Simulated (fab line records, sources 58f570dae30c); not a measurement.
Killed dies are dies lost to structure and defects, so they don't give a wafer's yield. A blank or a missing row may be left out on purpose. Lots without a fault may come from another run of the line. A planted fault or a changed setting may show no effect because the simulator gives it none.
A struck lot beside a sound one | flow berkeley_cmos170 | 24 steps out of a route of 331
Sound: wafers L923.1, L923.3, L923.5. Struck: wafers L932.2, L932.3, L932.4. The cause comes at the end.
At each step with rows: each side's tool, then ch and its chambers, then its first start. Under that, the readings that differ: sound wafers | struck wafers | difference of the means | sigmas: that difference in standard deviations of wafers without a fault.
alike: readings whose means differ by less than 2 such deviations, and words and numbers that are the same on both sides. not compared: withheld readings, readings that some wafer has no value for, bounds like >300 that may hide the same value, and numbers for which the record gives no deviation and whose values overlap.
The two part at a step that has a row with sigmas, a row that says differs or no value, or rows on one side only. Numbers that don't overlap but have no deviation are shown without sigmas and don't part them. A reading that every wafer of one side lacks parts them only if that side has two wafers or more.

first, 4 steps without rows for these wafers: UCB170_GATE_SOFTBAKE_08 (time 60 s); UCB170_GATE_EXPOSE_09 (exposes mask POLY, target cd 350 nm); UCB170_GATE_PEB_10; UCB170_GATE_DEVELOP_11 (develop time 45 s).
UCB170_GATE_CD_MEAS_12: target cd 350 nm.
  sound on cd_sem-02, day 6 19:53; struck on cd_sem-02, day 8 23:15
  alike: cd_nm
UCB170_GATE_OVL_MEAS_13:
  sound on overlay-02, day 6 20:01; struck on overlay-01, day 8 23:21
  alike: GATE_OVL
UCB170_GATE_ETCH_14: etches BARC in N2/H2.
  sound on rie_diel-02 ch 1,2, day 6 20:03; struck on rie_diel-02 ch 0,2,3, day 8 23:23
  alike: drypump_motor_current_A, oes_product_au, rf_fwd_power_W, throttle_valve_pct
UCB170_GATE_ETCH_15: etches poly-Si in HBr/Cl2, stops on SiO2, time 56.3 s, target depth 278.2 nm.
  sound on rie_si-02 ch 0,2, day 6 20:05; struck on rie_si-01 ch 0,1,3, day 8 23:26
  alike: drypump_motor_current_A, oes_product_au, rf_fwd_power_W, throttle_valve_pct
  not compared: rf_hours_counter_h
UCB170_GATE_STRIP_16: strips in O2.
  sound on plasma_asher-04 ch 0,1, day 6 20:08; struck on plasma_asher-04 ch 0,1, day 8 23:28
  alike: drypump_motor_current_A, oes_product_au
  not compared: rf_hours_counter_h
UCB170_GATE_CD_MEAS_90: target cd 350 nm.
  sound on cd_sem-01, day 6 20:14; struck on cd_sem-02, day 8 23:51
  alike: cd_nm
then, 2 steps without rows for these wafers: UCB170_GATE_CLEAN_17 (cleans in SPM, time 600 s); UCB170_PLDD_HMDS_00 (prime time 60 s).
UCB170_PLDD_COAT_01: resist thk 900 nm.
  sound on litho_track-01 ch 0, day 6 20:53; struck on litho_track-02 ch 0, day 9 03:33
  reading                               | sound                | struck               | difference | sigmas
  spin_speed_rpm (rpm)                  | 1498.4 1498.5 1499.5 | 1590.8 1589.5 1588.9 | +90.9      | +94
  model.KrF_of_PLDD_COAT_01.thk_nm (nm) | 899.7 898.5 898.4    | 875.1 874.8 876.9    | -23.3      |
  alike: dispense_pressure_kPa
then, 3 steps without rows for these wafers: UCB170_PLDD_SOFTBAKE_02 (time 60 s); UCB170_PLDD_EXPOSE_03 (exposes mask PSELECT, target cd 1200 nm); UCB170_PLDD_PEB_04.
UCB170_PLDD_DEVELOP_05: develop time 45 s.
  sound on litho_track-02 ch 0; struck on litho_track-02 ch 0
  reading                               | sound             | struck            | difference | sigmas
  model.KrF_of_PLDD_COAT_01.thk_nm (nm) | 885.5 884.3 884.2 | 860.9 860.6 862.7 | -23.3      |
UCB170_PLDD_CD_MEAS_06: target cd 1200 nm.
  sound on cd_sem-01, day 6 21:43; struck on cd_sem-02, day 9 04:43
  alike: cd_nm
UCB170_PLDD_OVL_MEAS_07:
  sound on overlay-02, day 6 21:50; struck on overlay-02, day 9 04:49
  reading       | sound    | struck | difference | sigmas
  PLDD_OVL (nm) | -5 -6 -9 | 9 4 11 | +15        | +3
then, 2 steps without rows for these wafers: UCB170_PLDD_IMPLANT_08; UCB170_PLDD_IMPLANT_09.
UCB170_PLDD_STRIP_10: strips in O2.
  sound on plasma_asher-02 ch 0,1, day 6 22:10; struck on plasma_asher-02 ch 0,1, day 9 05:09
  reading                      | sound             | struck            | difference | sigmas
  strip_time_to_endpoint_s (s) | 21.63 21.58 21.59 | 21.03 21.03 21.08 | -0.55      | -11
  alike: drypump_motor_current_A, oes_product_au
  not compared: rf_hours_counter_h
UCB170_PLDD_TW_MEAS_11:
  sound on film_metro-04, day 6 22:16; struck on film_metro-02, day 9 05:16
  reading | sound          | struck        | difference | sigmas
  PLDD_TW | 1016 1014 1015 | 1000 1000 994 | -17        | -3
UCB170_M3_PROBE_99:
  the record has rows for the sound wafers here (prober-02, day 8 06:46) and none for the struck ones

WHERE THEY PART
First at UCB170_PLDD_COAT_01; last, within this record, at UCB170_M3_PROBE_99.

WHY: what the simulator had put in
Process parameter drift: litho_track-02, from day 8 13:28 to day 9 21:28, at UCB170_PLDD_COAT_01. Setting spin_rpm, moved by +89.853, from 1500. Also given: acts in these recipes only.
